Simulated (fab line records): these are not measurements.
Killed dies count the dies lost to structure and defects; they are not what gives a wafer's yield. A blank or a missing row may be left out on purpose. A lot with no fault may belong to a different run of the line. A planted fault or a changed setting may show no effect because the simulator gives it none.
Chamber matching / flow berkeley_cmos170 / UCB170_GATE_ETCH_15 on rie_si-02 has 4 sister chambers
The step etches poly-Si in HBr/Cl2, stops on SiO2, time 56.3 s, target depth 278.2 nm. 8 wafers are shown with their chamber, then 7 later ones without.

== EACH WAFER AND ITS CHAMBER ==
wafer=L287.6; chamber=3; throttle_valve_pct (%)=26.37; oes_product_au (a.u.)=0.827
wafer=L290.1; chamber=1; throttle_valve_pct (%)=26.48; oes_product_au (a.u.)=0.832
wafer=L290.3; chamber=0; throttle_valve_pct (%)=26.61; oes_product_au (a.u.)=0.840
wafer=L299.2; chamber=3; throttle_valve_pct (%)=26.37; oes_product_au (a.u.)=0.817
wafer=L299.5; chamber=0; throttle_valve_pct (%)=26.59; oes_product_au (a.u.)=0.813
wafer=L299.6; chamber=2; throttle_valve_pct (%)=26.13; oes_product_au (a.u.)=0.812
wafer=L301.3; chamber=1; throttle_valve_pct (%)=26.41; oes_product_au (a.u.)=0.864
wafer=L301.4; chamber=2; throttle_valve_pct (%)=26.11; oes_product_au (a.u.)=0.826

== WAFERS WITHOUT THEIR CHAMBER ==
wafer=L301.5; throttle_valve_pct (%)=26.59; oes_product_au (a.u.)=0.831
wafer=L304.2; throttle_valve_pct (%)=26.12; oes_product_au (a.u.)=0.827
wafer=L304.5; throttle_valve_pct (%)=26.42; oes_product_au (a.u.)=0.857
wafer=L304.6; throttle_valve_pct (%)=26.12; oes_product_au (a.u.)=0.827
wafer=L306.3; throttle_valve_pct (%)=26.20; oes_product_au (a.u.)=0.839
wafer=L306.5; throttle_valve_pct (%)=26.43; oes_product_au (a.u.)=0.847
wafer=L306.6; throttle_valve_pct (%)=26.60; oes_product_au (a.u.)=0.827

== WHICH CHAMBER EACH ONE RAN IN ==
wafer=L301.5; from the rows above=0; in truth=0
wafer=L304.2; from the rows above=2; in truth=2
wafer=L304.5; from the rows above=can't be placed: 1 or 3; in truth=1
wafer=L304.6; from the rows above=2; in truth=2
wafer=L306.3; from the rows above=2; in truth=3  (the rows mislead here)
wafer=L306.5; from the rows above=1; in truth=1
wafer=L306.6; from the rows above=0; in truth=0
Placed correctly: 5 of 7. Not placeable from these rows: 1 (in 1, the candidates include the true chamber). Wrongly placed: 1.
How it was worked out, from the rows above alone: a wafer's distance from a chamber is the root of the sum, over the readings, of the square of ((its reading less the chamber's mean) divided by the reading's scatter). The wafer belongs to the nearest chamber; if the next one is less than 2 further off, it can't be placed. A chamber's mean is the mean of its shown wafers. The scatter: take each reading less its chamber's mean, square it, sum over the shown wafers, divide by the number of wafers less the number of chambers, and take the root.
